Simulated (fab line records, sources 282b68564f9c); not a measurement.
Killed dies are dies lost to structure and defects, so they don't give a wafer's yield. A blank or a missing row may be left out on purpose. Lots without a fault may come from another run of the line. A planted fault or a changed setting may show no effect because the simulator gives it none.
fab line records | flow rit_cmos
record lots=13 wafers=39 last_day=7
route steps=202 shown PWELL@48 GATE@97 PLDD@123 M1@196
lots that met no fault: from a run of the same line without faults
start_h: hours from the record's first day to the start of the lot's first wafer shown | wait_h: hours since the lot's step before | " the same as in the row above | L1.1+2: a row that stands for several wafers | - no value, or no start given | * or withheld: withheld | < > ~ a bound
route shown NAME@n: a module of which the file shows steps, and the number in the route of the first | usual: mean/standard deviation of fault-free wafers | same: alike in all rows | chamber/n: place in a boat | sites: the reading at each site | _std_site: their standard deviation | _edge_site: outer sites' mean less inner sites' | radius_mm: how far each site lies from the wafer's centre | mask NAME#n: copy n | behind: the tool/chamber that last shaped the wafer | hold: why the lot was held/for how many hours/how that ended | device: the transistor (n, p or np) that didn't switch | end of line: the same wafers' tests at the end of the route | a step without rows: its recipe alone | killed: dies lost to structure and defects at the first sort, not the wafer's yield | map: a wafer's dies, x killed, . not, _ none there
set.NAME: the setting as run; set.NAME@STEP: as run at that earlier step | model.NAME: the simulator's own value behind a step, which no gauge read
steps of the route over a sample of lots; a table a step, a row a wafer
services: from which hour (start_h, from the record's first day; less than 0 if before it) a tool's chamber was out of use, for how many hours, and why
## steps
# step RIT_PWELL_STRIP_09
# recipe chemistry=O2 time_s=180 resist=NOVOLAK platen_temp_c=withheld power_w=500 pressure_mtorr=4000 o2_flow_sccm=4000
# usual drypump_motor_current_A=5.8/0.51 rf_refl_power_W=6.6/1.7
# columns lot.wafer tool chamber start_h wait_h drypump_motor_current_A rf_hours_counter_h rf_refl_power_W
L867.3 plasma_asher-02 0 22.79 0.1 5.4 - 9.9
L867.4 " 1 " " 5.5 - 5.2
L867.5 " 0 " " 5.4 - 9.6
L868.2 plasma_asher-04 1 28.51 0.1 6.3 41 5.5
L868.3 " 1 " " 6.4 - 5.4
L868.4 " 0 " " 6.3 - 7.9
L869.2 plasma_asher-04 1 32.57 0.1 6.3 41 5.4
L869.3 " 1 " " 6.4 - 5.1
L869.4 " 0 " " 6.3 - 7.9
L871.1 plasma_asher-04 1 42.26 0.1 6.3 43 5.5
L871.3 " 1 " " 6.3 - 5.4
L871.6 " 0 " " 6.3 - 8.4
L872.1 plasma_asher-02 0 49.02 0.1 5.4 41 9.6
L872.3 " 0 " " 5.4 - 9.8
L872.6 " 1 " " 5.5 - 5.4
L874.3 plasma_asher-01 1 58.03 0.1 4.9 - 5.3
L874.4 " 0 " " 5.8 - 4.8
L874.6 " 0 " " 5.8 - 4.6
L879.1 plasma_asher-02 0 82.62 0.1 5.4 44 9.7
L879.3 " 1 " " 5.5 - 5.4
L879.6 " 0 " " 5.4 - 9.7
L881.1 plasma_asher-02 1 92.50 0.1 5.5 45 5.6
L881.2 " 0 " " 5.4 45 9.6
L881.3 " 0 " " 5.4 - 9.8
L883.4 plasma_asher-04 0 104.86 0.1 6.3 - 8.4
L883.5 " 0 " " 6.3 - 8.2
L883.6 " 1 " " 6.3 - 5.7
L884.1 plasma_asher-04 1 108.25 0.1 6.3 50 5.4
L884.2 " 0 " " 6.3 50 8.2
L884.5 " 1 " " 6.3 - 5.1
L887.4 plasma_asher-01 1 124.94 0.1 4.9 - 5.3
L887.5 " 0 " " 5.8 - 4.8
L887.6 " 1 " " 4.9 - 5.3
L889.1 plasma_asher-01 1 132.27 0.1 4.9 34 5.4
L889.4 " 0 " " 5.7 - 5.2
L889.5 " 0 " " 5.7 - 4.7
L890.2 plasma_asher-04 1 137.53 0.1 6.3 53 5.5
L890.3 " 0 " " 6.3 - 8.0
L890.5 " 0 " " 6.3 - 7.9
# step RIT_GATE_CD_MEAS_90
# recipe target_cd_nm=150
# usual cd_nm=149.9/2.8
# columns lot.wafer tool chamber start_h wait_h cd_nm
L867.3 cd_sem-01 - 37.43 0.1 144.3
L867.4 " - " " 145.3
L867.5 " - " " 144.5
L868.2 cd_sem-02 - 42.58 0.1 152.3
L868.3 " - " " 152.5
L868.4 " - " " 153.0
L869.2 cd_sem-01 - 48.01 0.1 149.4
L869.3 " - " " 150.8
L869.4 " - " " 151.3
L871.1 cd_sem-02 - 56.55 0.1 149.5
L871.3 " - " " 148.4
L871.6 " - " " 150.2
L872.1 cd_sem-02 - 62.99 0.1 155.2
L872.3 " - " " 152.2
L872.6 " - " " 151.3
L874.3 cd_sem-02 - 73.02 0.1 150.0
L874.4 " - " " 149.9
L874.6 " - " " 149.9
L879.1 cd_sem-01 - 99.25 0.1 148.8
L879.3 " - " " 151.6
L879.6 " - " " 150.5
L881.1 cd_sem-02 - 106.98 0.1 153.7
L881.2 " - " " 151.7
L881.3 " - " " 153.8
L883.4 cd_sem-02 - 118.55 0.1 150.1
L883.5 " - " " 149.0
L883.6 " - " " 149.5
L884.1 cd_sem-02 - 122.07 0.1 148.0
L884.2 " - " " 148.2
L884.5 " - " " 152.5
L887.4 cd_sem-02 - 142.01 0.2 148.3
L887.5 " - " " 146.3
L887.6 " - " " 150.2
L889.1 cd_sem-02 - 147.97 0.1 149.6
L889.4 " - " " 150.6
L889.5 " - " " 147.3
L890.2 cd_sem-02 - 154.51 0.1 150.1
L890.3 " - " " 150.9
L890.5 " - " " 151.9
# step RIT_PLDD_STRIP_09
# recipe chemistry=O2 time_s=180 resist=NOVOLAK platen_temp_c=withheld power_w=500 pressure_mtorr=4000 o2_flow_sccm=4000
# usual drypump_motor_current_A=5.5/0.56 rf_refl_power_W=5.5/0.99
# columns lot.wafer tool chamber start_h wait_h drypump_motor_current_A rf_hours_counter_h rf_refl_power_W
L867.3 plasma_asher-03 0 43.44 0.1 4.9 - 5.8
L867.4 " 1 " " 5.9 - 4.4
L867.5 " 1 " " 5.9 - 4.6
L868.2 plasma_asher-01 1 49.01 0.1 4.9 25 5.5
L868.3 " 1 " " 4.9 - 5.5
L868.4 " 0 " " 5.7 - 4.7
L869.2 plasma_asher-01 0 53.80 0.1 5.7 26 4.6
L869.3 " 1 " " 4.9 - 5.6
L869.4 " 0 " " 5.8 - 4.7
L871.1 plasma_asher-03 1 62.28 0.1 5.9 39 4.5
L871.3 " 1 " " 5.9 - 5.1
L871.6 " 1 " " 5.9 - 4.5
L872.1 plasma_asher-01 1 68.89 0.1 4.9 27 5.5
L872.3 " 0 " " 5.8 - 4.8
L872.6 " 0 " " 5.8 - 4.9
L874.3 plasma_asher-03 1 79.05 0.1 5.9 - 4.6
L874.4 " 0 " " 4.9 - 5.9
L874.6 " 0 " " 4.9 - 6.0
L879.1 plasma_asher-04 0 105.27 0.1 6.3 49 7.9
L879.3 " 1 " " 6.3 - 5.4
L879.6 " 0 " " 6.3 - 8.3
L881.1 plasma_asher-03 0 114.92 0.1 4.9 45 5.7
L881.2 " 1 " " 5.9 45 4.4
L881.3 " 0 " " 4.9 - 5.7
L883.4 plasma_asher-04 0 124.53 0.1 6.3 - 8.4
L883.5 " 0 " " 6.3 - 8.3
L883.6 " 1 " " 6.3 - 5.4
L884.1 plasma_asher-01 1 128.20 0.1 4.9 34 5.4
L884.2 " 0 " " 5.8 34 4.9
L884.5 " 0 " " 5.7 - 5.1
L887.4 plasma_asher-03 0 147.84 0.1 4.9 - 6.0
L887.5 " 1 " " 5.9 - 4.2
L887.6 " 0 " " 4.9 - 6.0
L889.1 plasma_asher-03 0 155.01 0.1 4.9 49 5.9
L889.4 " 0 " " 4.9 - 6.0
L889.5 " 1 " " 5.9 - 4.7
L890.2 plasma_asher-03 0 160.69 0.1 4.9 50 6.0
L890.3 " 1 " " 5.9 - 4.6
L890.5 " 0 " " 4.9 - 6.0
# step RIT_M1_METAL_ETCH_12
# recipe stop_on=SiO2 chemistry=Cl2/BCl3 target=Al time_s=165 over_etch_frac=0.5 pressure_mtorr=100 target_depth_a=6000 rf_w=250 Cl2_flow_sccm=60 bcl3_flow_sccm=50
# usual drypump_motor_current_A=6.04/0.22 oes_product_au=0.776/0.014 throttle_valve_pct=8.30/0.11
# columns lot.wafer tool chamber start_h wait_h drypump_motor_current_A oes_product_au rf_hours_counter_h throttle_valve_pct
L867.3 rie_metal-03 1 54.88 0.2 6.18 0.775 - 8.19
L867.4 " 0 " " 5.89 0.775 - 8.31
L867.5 " 0 " " 5.87 0.761 - 8.29
L868.2 rie_metal-02 1 60.28 0.2 6.42 0.772 32 8.54
L868.3 " 1 " " 6.46 0.777 - 8.54
L868.4 " 0 " " 5.77 0.768 - 8.32
L869.2 rie_metal-01 1 64.99 0.2 5.92 0.795 1 8.26
L869.3 " 0 " " 6.03 0.759 - 8.20
L869.4 " 1 " " 5.93 0.790 - 8.27
L871.1 rie_metal-02 0 73.71 0.2 5.74 0.767 38 8.33
L871.3 " 0 " " 5.72 0.763 - 8.30
L871.6 " 1 " " 6.38 0.773 - 8.54
L872.1 rie_metal-01 0 80.52 0.2 6.05 0.754 1 8.21
L872.3 " 1 " " 5.91 0.809 - 8.27
L872.6 " 0 " " 6.08 0.770 - 8.20
L874.3 rie_metal-02 0 90.54 0.2 5.76 0.777 - 8.30
L874.4 " 1 " " 6.42 0.773 - 8.53
L874.6 " 0 " " 5.77 0.780 - 8.31
L879.1 rie_metal-03 0 116.62 0.2 5.89 0.768 5 8.29
L879.3 " 1 " " 6.24 0.772 - 8.19
L879.6 " 0 " " 5.86 0.767 - 8.27
L881.1 rie_metal-01 1 126.73 0.2 5.92 0.792 1 8.27
L881.2 " 0 " " 6.07 0.773 1 8.21
L881.3 " 0 " " 6.09 0.771 - 8.22
L883.4 rie_metal-02 0 135.86 0.1 5.76 0.772 - 8.31
L883.5 " 0 " " 5.76 0.767 - 8.33
L883.6 " 1 " " 6.40 0.774 - 8.53
L884.1 rie_metal-01 0 139.48 0.2 6.08 0.765 1 8.21
L884.2 " 1 " " 5.94 0.801 1 8.27
L884.5 " 1 " " 5.95 0.803 - 8.26
L887.4 rie_metal-02 0 159.21 0.1 5.80 0.781 - 8.31
L887.5 " 1 " " 6.40 0.758 - 8.52
L887.6 " 0 " " 5.79 0.768 - 8.33
L889.1 rie_metal-01 1 166.67 0.2 5.91 0.801 2 8.28
L889.4 " 1 " " 5.89 0.801 - 8.27
L889.5 " 1 " " 5.91 0.798 - 8.28
L890.2 rie_metal-02 1 171.71 0.2 6.41 0.767 0 8.55
L890.3 " 1 " " 6.40 0.770 - 8.52
L890.5 " 1 " " 6.40 0.757 - 8.55
# step RIT_M1_CD_MEAS_90
# recipe target_cd_nm=2600
# usual cd_nm=2599.9/2.7
# columns lot.wafer tool chamber start_h wait_h cd_nm
L867.3 cd_sem-02 - 55.38 0.1 2598.9
L867.4 " - " " 2600.0
L867.5 " - " " 2597.6
L868.2 cd_sem-02 - 60.81 0.1 2597.1
L868.3 " - " " 2595.8
L868.4 " - " " 2599.4
L869.2 cd_sem-02 - 65.54 0.1 2601.1
L869.3 " - " " 2599.9
L869.4 " - " " 2599.8
L871.1 cd_sem-02 - 74.23 0.1 2601.5
L871.3 " - " " 2596.9
L871.6 " - " " 2602.7
L872.1 cd_sem-02 - 81.10 0.2 2599.8
L872.3 " - " " 2598.9
L872.6 " - " " 2599.6
L874.3 cd_sem-02 - 91.04 0.1 2597.6
L874.4 " - " " 2599.4
L874.6 " - " " 2601.4
L879.1 cd_sem-01 - 117.15 0.1 2587.5
L879.3 " - " " 2589.1
L879.6 " - " " 2587.0
L881.1 cd_sem-02 - 127.25 0.1 2594.9
L881.2 " - " " 2596.5
L881.3 " - " " 2596.1
L883.4 cd_sem-02 - 136.38 0.1 2600.3
L883.5 " - " " 2600.5
L883.6 " - " " 2599.2
L884.1 cd_sem-02 - 139.99 0.1 2601.2
L884.2 " - " " 2599.3
L884.5 " - " " 2602.4
L887.4 cd_sem-02 - 159.75 0.1 2600.9
L887.5 " - " " 2601.7
L887.6 " - " " 2601.9
L889.1 cd_sem-02 - 167.20 0.1 2600.7
L889.4 " - " " 2599.3
L889.5 " - " " 2598.2
L890.2 cd_sem-02 - 172.25 0.1 2603.2
L890.3 " - " " 2601.5
L890.5 " - " " 2604.3
# step RIT_M1_PROBE_99
# usual defect_limited_yield=97.3/1.2 killed_at_M0_to_M3=0.0/0.14 killed_at_contacts=0.0/0.16 killed_at_front_end=7/3 killed_dies=7/3 killed_open=3.5/2 killed_short=3.6/2.1 sort_bin_3_pad_short=0.2/0.26 sort_bin_5_function=1.5/0.76 sort_bin_6_memory=1.0/0.65 sort_n_pass=257/3 sort_yield_pct=97.3/1.2
# same gross_dies=264 killed_at_M4_up=0 killed_at_back_side=0 killed_at_other=0
# columns lot.wafer tool chamber start_h wait_h defect_limited_yield[%] killed_at_M0_to_M3 killed_at_contacts killed_at_front_end killed_dies killed_open killed_short sort_bin_3_pad_short[%] sort_bin_5_function[%] sort_bin_6_memory[%] sort_n_pass sort_yield_pct[%]
L879.1 prober-01 - 118.89 0.1 98.5 0 0 4 4 3 1 0 0.8 0.8 260 98.5
L879.3 prober-01 - 118.99 0.2 97.7 0 0 6 6 3 3 0 1.1 1.1 258 97.7
L879.6 prober-01 - 119.14 0.2 95.8 0 0 11 11 6 5 0 3.4 0.8 253 95.8
L881.1 prober-01 - 128.99 0.1 98.1 1 0 4 5 1 4 0 0.8 1.1 259 98.1
L881.2 prober-01 - 129.04 0.1 95.8 0 1 10 11 6 5 0.4 1.5 2.3 253 95.8
L881.3 prober-01 - 129.09 0.2 98.1 0 0 5 5 1 4 0 1.5 0.4 259 98.1
L887.4 prober-02 - 161.58 0.2 94.7 0 0 14 14 6 8 0 2.7 2.7 250 94.7
L887.5 prober-02 - 161.63 0.2 98.5 0 0 4 4 2 2 0 0.8 0.8 260 98.5
L887.6 prober-02 - 161.68 0.2 95.8 0 0 11 11 6 5 0.4 2.7 1.1 253 95.8
L889.1 prober-02 - 168.94 0.1 98.1 0 0 5 5 3 2 0 0.8 1.1 259 98.1
L889.4 prober-02 - 169.09 0.2 95.8 0 0 11 11 6 5 0 2.3 1.9 253 95.8
L889.5 prober-02 - 169.14 0.2 98.9 0 0 3 3 1 2 0 0.8 0.4 261 98.9
# killed by level:class
L879.1 SILICIDE:geometric_particle:open=2 FOX2:geometric_particle:open=1 SILICIDE:geometric_particle:short=1
L879.3 GATE:geometric_particle:short=1 GATE:geometric_particle:open=1 SPACER:geometric_particle:short=1 SPACER:geometric_particle:open=1 SILICIDE:geometric_particle:short=1 SILICIDE:geometric_particle:open=1
L879.6 GATE:geometric_particle:open=4 GATE:geometric_particle:short=3 FOX1:geometric_particle:open=2 FOX1:geometric_particle:short=1 FOX2:geometric_particle:short=1
L881.1 GATE:geometric_particle:short=2 FOX1:geometric_particle:short=1 GATE:geometric_particle:open=1 M1:geometric_particle:short=1
L881.2 FOX1:geometric_particle:open=4 GATE:geometric_particle:short=2 FOX1:geometric_particle:short=1 REOX:geometric_particle:open=1 SILICIDE:geometric_particle:open=1 SILICIDE:geometric_particle:short=1 CONTACT:geometric_particle:short=1
L881.3 GATE:geometric_particle:open=1 GATE:geometric_particle:short=1 REOX:geometric_particle:short=1 SPACER:geometric_particle:short=1 SILICIDE:geometric_particle:short=1
L887.4 GATE:geometric_particle:short=4 SILICIDE:geometric_particle:open=3 FOX1:geometric_particle:open=2 FOX2:geometric_particle:short=2 FOX1:geometric_particle:short=1 GATE:geometric_particle:open=1 REOX:geometric_particle:short=1
L887.5 FOX1:geometric_particle:short=1 GATE:geometric_particle:short=1 GATE:geometric_particle:open=1 SILICIDE:geometric_particle:open=1
L887.6 SPACER:geometric_particle:short=4 FOX1:geometric_particle:open=2 GATE:geometric_particle:open=2 SPACER:geometric_particle:open=2 GATE:geometric_particle:short=1
L889.1 ACTIVE:geometric_particle:open=1 FOX1:geometric_particle:open=1 REOX:geometric_particle:open=1 REOX:geometric_particle:short=1 SILICIDE:geometric_particle:short=1
L889.4 GATE:geometric_particle:short=2 REOX:geometric_particle:short=2 SPACER:geometric_particle:open=2 SILICIDE:geometric_particle:open=2 FOX2:geometric_particle:open=1 GATE:geometric_particle:open=1 SILICIDE:geometric_particle:short=1
L889.5 REOX:geometric_particle:short=1 REOX:geometric_particle:open=1 SPACER:geometric_particle:short=1
## services
# columns tool chamber start_h hours kind
rie_metal-03 - 0.53 0.7 repair
rie_metal-01 0 14.38 - clean
rie_metal-01 1 14.38 - clean
plasma_asher-01 - 14.71 0.3 repair
plasma_asher-04 - 21.50 2.6 repair
rie_metal-01 - 60.19 4.3 pm
rie_metal-03 - 62.33 2.8 pm
rie_metal-03 - 81.11 1.4 pm
plasma_asher-01 - 98.37 0.4 repair
plasma_asher-01 - 103.03 2.8 pm
plasma_asher-02 - 108.75 9.0 pm
plasma_asher-02 0 108.75 9.0 vent_cycle
plasma_asher-02 1 108.75 9.0 vent_cycle
plasma_asher-02 0 117.75 - clean
plasma_asher-02 1 117.75 - clean
plasma_asher-04 - 125.04 2.2 repair
rie_metal-02 - 136.12 20.0 pm
rie_metal-02 0 136.12 20.0 vent_cycle
rie_metal-02 1 136.12 20.0 vent_cycle
rie_metal-02 0 156.12 - clean
rie_metal-02 1 156.12 - clean
rie_metal-02 - 169.00 1.4 pm
## key
first_sign step=RIT_M1_CD_MEAS_90 reading=cd_nm direction=down sigmas=4.5 usual=2599.9 struck=2587.9
effect none on later readings
met_at RIT_M1_METAL_ETCH_12
struck_lots L879
not_acting_at RIT_PWELL_STRIP_09,RIT_GATE_CD_MEAS_90,RIT_PLDD_STRIP_09
onset_between 54.88 116.62
fault kind=process_parameter_drift tool=rie_metal-03 chamber=- onset_h=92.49 steps=RIT_M1_METAL_ETCH_12 channel=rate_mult offset=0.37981 shape=step end_h=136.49
